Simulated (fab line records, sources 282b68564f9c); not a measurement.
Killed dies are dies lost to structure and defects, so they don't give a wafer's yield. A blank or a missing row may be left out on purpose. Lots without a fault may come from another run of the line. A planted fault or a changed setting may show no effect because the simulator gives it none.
fab line records | flow rit_cmos
record lots=5 wafers=15 last_day=8
route steps=202 shown ACTIVE@1 M1@202
lots that met no fault: from a run of the same line without faults
start_h: hours from the record's first day to the start of the lot's first wafer shown | wait_h: hours since the lot's step before | " the same as in the row above | L1.1+2: a row that stands for several wafers | - no value, or no start given | * or withheld: withheld | < > ~ a bound
route shown NAME@n: a module of which the file shows steps, and the number in the route of the first | usual: mean/standard deviation of fault-free wafers | same: alike in all rows | chamber/n: place in a boat | sites: the reading at each site | _std_site: their standard deviation | _edge_site: outer sites' mean less inner sites' | radius_mm: how far each site lies from the wafer's centre | mask NAME#n: copy n | behind: the tool/chamber that last shaped the wafer | hold: why the lot was held/for how many hours/how that ended | device: the transistor (n, p or np) that didn't switch | end of line: the same wafers' tests at the end of the route | a step without rows: its recipe alone | killed: dies lost to structure and defects at the first sort, not the wafer's yield | map: a wafer's dies, x killed, . not, _ none there
set.NAME: the setting as run; set.NAME@STEP: as run at that earlier step | model.NAME: the simulator's own value behind a step, which no gauge read
lots at some steps of the route; a table a step, a row a wafer
services: from which hour (start_h, from the record's first day; less than 0 if before it) a tool's chamber was out of use, for how many hours, and why
## steps
# step RIT_ACTIVE_BOW_MEAS_00
# recipe mode=bow
# usual INCOMING_BOW=1/6.9
# columns lot.wafer tool chamber start_h wait_h INCOMING_BOW[um]
L396.1 film_metro-04 - 10.00 - 4
L396.3 " - " " -14
L396.5 " - " " -8
L408.2 film_metro-02 - 70.02 - 6
L408.3 " - " " 9
L408.5 " - " " 5
L412.1 film_metro-02 - 90.00 - -2
L412.2 " - " " -1
L412.3 " - " " -5
L413.1 film_metro-04 - 95.00 - -2
L413.2 " - " " 5
L413.3 " - " " 2
L418.1 film_metro-02 - 120.00 - -6
L418.2 " - " " -1
L418.3 " - " " -4
# step RIT_ACTIVE_OXIDATION_01
# recipe temp_c=1000 ambient=O2 target_thk_a=468 ox_time_s=3360
# step RIT_ACTIVE_THK_MEAS_02
# recipe reads=SiO2_of_ACTIVE_OXIDATION_01
# usual ACTIVE_OXIDE_THK=47.2/0.81
# columns lot.wafer tool chamber start_h wait_h ACTIVE_OXIDE_THK[nm]
L396.1 film_metro-02 - 13.07 0.0 45.6
L396.3 " - " " 46.2
L396.5 " - " " 46.7
L408.2 film_metro-02 - 73.12 0.0 46.8
L408.3 " - " " 47.8
L408.5 " - " " 46.8
L412.1 film_metro-01 - 92.05 0.0 47.8
L412.2 " - " " 47.8
L412.3 " - " " 47.9
L413.1 film_metro-04 - 97.05 0.0 47.4
L413.2 " - " " 47.7
L413.3 " - " " 47.2
L418.1 film_metro-01 - 122.05 0.0 46.8
L418.2 " - " " 47.8
L418.3 " - " " 47.9
# step RIT_ACTIVE_CVD_03
# recipe material=Si3N4 target_thk_nm=150 temp_c=810 precursor=SiH2Cl2/NH3 time_s=1500 pressure_mtorr=300 sih2cl2_flow_sccm=60 nh3_flow_sccm=150
# usual nh3_flow_sccm=150.1/0.51 pressure_mtorr=300.1/0.55
# columns lot.wafer tool chamber start_h wait_h nh3_flow_sccm pressure_mtorr model.Si3N4_of_ACTIVE_CVD_03.thk_nm
L396.1 lpcvd-01 0 13.13 0.1 149.8 299.4 149.9
L396.3 " 0 " " 149.7 300.2 150.7
L396.5 " 0 " " 149.9 300.0 151.3
L408.2 lpcvd-01 0 73.55 0.4 149.8 300.2 221
L408.3 " 0 " " 149.5 301.0 219.5
L408.5 " 0 " " 150.3 300.6 220.6
L412.1 lpcvd-02 0 93.03 1.0 150.2 300.2 148.1
L412.2 " 0 " " 149.8 300.3 147.2
L412.3 " 0 " " 149.8 299.8 148.4
L413.1 lpcvd-02 0 97.11 0.1 150.2 300.0 147.3
L413.2 " 0 " " 150.1 300.1 147.5
L413.3 " 0 " " 150.1 298.8 147.7
L418.1 lpcvd-02 1 122.11 0.1 150.2 300.2 148.2
L418.2 " 1 " " 150.2 300.5 148.1
L418.3 " 1 " " 150.1 300.2 148.3
# step RIT_ACTIVE_THK_MEAS_04
# recipe reads=Si3N4_of_ACTIVE_CVD_03
# usual ACTIVE_NITRIDE_THK=149.6/1.4
# columns lot.wafer tool chamber start_h wait_h hold ACTIVE_NITRIDE_THK[nm]
L396.1 film_metro-04 - 14.54 0.0 - 150.0
L396.3 " - " " - 150.8
L396.5 " - " " - 151.3
L408.2 film_metro-01 - 74.98 0.0 await_dispo/0.2h/release 221.2
L408.3 " - " " await_dispo/0.2h/release 219.5
L408.5 " - " " await_dispo/0.2h/release 220.6
L408.2 film_metro-01 - 75.29 0.3 - 220.9
L408.3 " - " " - 219.6
L408.5 " - " " - 220.5
L412.1 film_metro-04 - 94.44 0.0 - 148.0
L412.2 " - " " - 147.2
L412.3 " - " " - 148.4
L413.1 film_metro-04 - 98.53 0.0 - 147.2
L413.2 " - " " - 147.4
L413.3 " - " " - 147.8
L418.1 film_metro-04 - 123.53 0.0 - 148.2
L418.2 " - " " - 148.2
L418.3 " - " " - 148.4
# step RIT_M1_PROBE_99
# usual defect_limited_yield=97.6/1 killed_at_contacts=0.1/0.23 killed_at_front_end=6.2/2.8 killed_dies=6.3/2.7 killed_open=3.1/2 killed_short=3.2/1.8 sort_bin_3_pad_short=0.1/0.18 sort_bin_5_function=1.3/0.73 sort_bin_6_memory=1.0/0.62 sort_n_pass=257.7/2.7 sort_yield_pct=97.6/1
# same gross_dies=264 killed_at_M0_to_M3=0 killed_at_M4_up=0 killed_at_back_side=0 killed_at_other=0
# columns lot.wafer tool chamber start_h wait_h defect_limited_yield[%] killed_at_contacts killed_at_front_end killed_dies killed_open killed_short sort_bin_3_pad_short[%] sort_bin_5_function[%] sort_bin_6_memory[%] sort_n_pass sort_yield_pct[%]
L396.1 prober-02 - 67.41 0.1 95.1 0 13 13 8 5 0.4 2.3 2.3 251.0 95.1
L396.3 prober-02 - 67.51 0.2 95.5 0 12 12 4 8 0.4 2.3 1.9 252.0 95.5
L396.5 prober-02 - 67.61 0.2 95.8 0 11 11 7 4 0 1.1 3.0 253.0 95.8
L412.1 prober-01 - 142.39 0.1 94.7 0 14 14 5 9 0.4 3.0 1.9 250.0 94.7
L412.2 prober-01 - 142.44 0.1 98.5 0 4 4 1 3 0.4 1.1 0 260.0 98.5
L412.3 prober-01 - 142.49 0.2 96.6 0 9 9 2 7 0 2.7 0.8 255.0 96.6
L413.1 prober-02 - 143.89 0.1 97.0 0 8 8 5 3 0 1.9 1.1 256.0 97.0
L413.2 prober-02 - 143.94 0.1 95.8 1 10 11 5 6 0.4 3.0 0.8 253.0 95.8
L413.3 prober-02 - 143.99 0.2 96.6 0 9 9 4 5 0.4 1.5 1.5 255.0 96.6
L418.1 prober-02 - 181.40 0.1 96.6 0 9 9 7 2 0 2.3 1.1 255.0 96.6
L418.2 prober-02 - 181.45 0.1 98.1 0 5 5 3 2 0 1.1 0.8 259.0 98.1
L418.3 prober-02 - 181.50 0.2 96.6 0 9 9 8 1 0 1.5 1.9 255.0 96.6
# killed by level:class
L396.1 FOX1:geometric_particle:open=2 REOX:geometric_particle:short=2 SPACER:geometric_particle:short=2 SPACER:geometric_particle:open=2 FOX2:geometric_particle:open=1 FOX2:geometric_particle:short=1 GATE:geometric_particle:open=1 REOX:geometric_particle:open=1
L396.3 GATE:geometric_particle:short=3 FOX1:geometric_particle:short=2 FOX1:geometric_particle:open=1 GATE:geometric_particle:open=1 REOX:geometric_particle:open=1 REOX:geometric_particle:short=1 SPACER:geometric_particle:short=1 SILICIDE:geometric_particle:short=1
L396.5 FOX1:geometric_particle:open=2 SILICIDE:geometric_particle:open=2 FOX1:geometric_particle:short=1 GATE:geometric_particle:open=1 REOX:geometric_particle:open=1 REOX:geometric_particle:short=1 SPACER:geometric_particle:open=1 SPACER:geometric_particle:short=1
L412.1 GATE:geometric_particle:short=5 REOX:geometric_particle:open=3 FOX1:geometric_particle:short=2 GATE:geometric_particle:open=2 FOX2:geometric_particle:short=1 SILICIDE:geometric_particle:short=1
L412.2 REOX:geometric_particle:short=2 GATE:geometric_particle:short=1 GATE:geometric_particle:open=1
L412.3 SPACER:geometric_particle:short=4 GATE:geometric_particle:short=2 FOX1:geometric_particle:short=1 GATE:geometric_particle:open=1 SPACER:geometric_particle:open=1
L413.1 FOX1:geometric_particle:open=1 FOX2:geometric_particle:open=1 GATE:geometric_particle:open=1 GATE:geometric_particle:short=1 REOX:geometric_particle:open=1 SPACER:geometric_particle:short=1 SILICIDE:geometric_particle:short=1 SILICIDE:geometric_particle:open=1
L413.2 FOX2:geometric_particle:short=2 FOX1:geometric_particle:short=1 FOX1:geometric_particle:open=1 GATE:geometric_particle:open=1 REOX:geometric_particle:open=1 REOX:geometric_particle:short=1 SPACER:geometric_particle:open=1 SPACER:geometric_particle:short=1
L413.3 GATE:geometric_particle:short=3 GATE:geometric_particle:open=2 REOX:geometric_particle:short=1 REOX:geometric_particle:open=1 SPACER:geometric_particle:short=1 SILICIDE:geometric_particle:open=1
L418.1 FOX1:geometric_particle:open=2 REOX:geometric_particle:open=2 FOX2:geometric_particle:open=1 REOX:geometric_particle:short=1 SPACER:geometric_particle:short=1 SPACER:geometric_particle:open=1 SILICIDE:geometric_particle:open=1
L418.2 FOX2:geometric_particle:short=1 REOX:geometric_particle:open=1 SPACER:geometric_particle:open=1 SILICIDE:geometric_particle:short=1 SILICIDE:geometric_particle:open=1
L418.3 GATE:geometric_particle:open=4 REOX:geometric_particle:open=2 SPACER:geometric_particle:open=2 REOX:geometric_particle:short=1
## services
# columns tool chamber start_h hours kind
lpcvd-01 - 1.28 2.3 repair
lpcvd-02 - 17.38 6.0 pm
lpcvd-02 - 70.04 6.1 pm
## key
first_sign step=RIT_ACTIVE_THK_MEAS_04 reading=visit direction=added
effect step=RIT_ACTIVE_THK_MEAS_04 reading=ACTIVE_NITRIDE_THK direction=up sigmas=51 usual=149.6 struck=220.4
model_effect step=RIT_ACTIVE_CVD_03 value=Si3N4_of_ACTIVE_CVD_03.thk_nm without=148.4 struck=220.4
met_at RIT_ACTIVE_CVD_03
struck_wafers L408.2,L408.3,L408.5
scrapped_behind RIT_ACTIVE_THK_MEAS_04 L408.2,L408.3,L408.5
onset_between 13.13 73.55
fault kind=process_parameter_drift tool=lpcvd-01 chamber=0 onset_h=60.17 steps=RIT_ACTIVE_CVD_03 channel=target_thk_nm offset=71.99 shape=step end_h=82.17 acts_in=these_recipes_only stated=150
